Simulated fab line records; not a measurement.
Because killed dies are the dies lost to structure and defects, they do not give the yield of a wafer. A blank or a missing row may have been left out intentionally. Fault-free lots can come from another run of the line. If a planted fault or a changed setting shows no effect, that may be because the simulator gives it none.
The tool behind it: which one? -- flow berkeley-cmos170 -- 14 lots (42 wafers sampled), 1 step of a 331-step route

## WHAT EACH GAUGE READ, for each wafer
UCB170_SDANNEAL_RS_MEAS_04: measures by four-point-probe.
lot,measured,on,PLDD_RS (ohm/sq)
L341,day 6 13:32,film-metro-01,1029.5 1026.1 1026.2
L343,day 7 06:37,film-metro-01,1031.8 1034.5 1035.1
L344,day 7 06:50,film-metro-02,1030.5 1035.3 1034.6
L345,day 7 12:51,film-metro-03,1030.2 1032.0 1031.1
L347,day 7 17:58,film-metro-02,1031.1 1031.2 1027.8
L346,day 7 18:06,film-metro-03,1030.7 1029.2 1031.0
L348,day 7 18:21,film-metro-01,1031.7 1031.6 1033.5
L352,day 8 19:30,film-metro-01,1031.9 1033.3 1031.4
L351,day 8 21:01,film-metro-01,1033.1 1031.4 1032.4
L354,day 9 10:22,film-metro-02,1034.5 1040.2 1039.1
L360,day 10 12:14,film-metro-01,1030.9 1031.3 1029.2
L359,day 10 12:26,film-metro-03,1032.4 1032.3 1030.3
L361,day 10 13:06,film-metro-02,1037.3 1036.6 1037.2
L362,day 10 20:46,film-metro-01,1034.0 1034.8 1032.8

## TOOL THAT RAN EACH LOT (tool first, then ch and the chambers of the sampled wafers, then the start)
There is no process step in the record ahead of these readings.

## AS READ BY THE TOOLS THEMSELVES (means over the sampled wafers that have a number; for cases with no such wafer, the mark the record gives instead)
The record holds no such reading with a usual standard deviation.

## THE ANSWER, worked out from the rows above alone
Rule: the usual values come from the lots themselves. The widest of any qualifying gaps counts: lots, ordered by their means at a reading, are off when they make up no more than a third of the lots, leave a main group of 4 or more, and stand apart from it by 3 or more times the standard deviation of that group's means. The tables above print the reading to a certain number of digits; a main group whose means all agree to those digits is not used. Also off: a lot with no number at a reading for which 4 or more lots have one. All remaining lots with rows at the step are treated as sound. The gauges are gone through in route order, then the tools' own readings, and for those a lot's mean is taken as printed above. At the first step where some lot is off, the reading lying furthest off is the one used; lots without a number count as furthest.
None of the lots is off at any reading shown; this tells nothing.

## WHAT THE SIMULATOR HAD PUT IN
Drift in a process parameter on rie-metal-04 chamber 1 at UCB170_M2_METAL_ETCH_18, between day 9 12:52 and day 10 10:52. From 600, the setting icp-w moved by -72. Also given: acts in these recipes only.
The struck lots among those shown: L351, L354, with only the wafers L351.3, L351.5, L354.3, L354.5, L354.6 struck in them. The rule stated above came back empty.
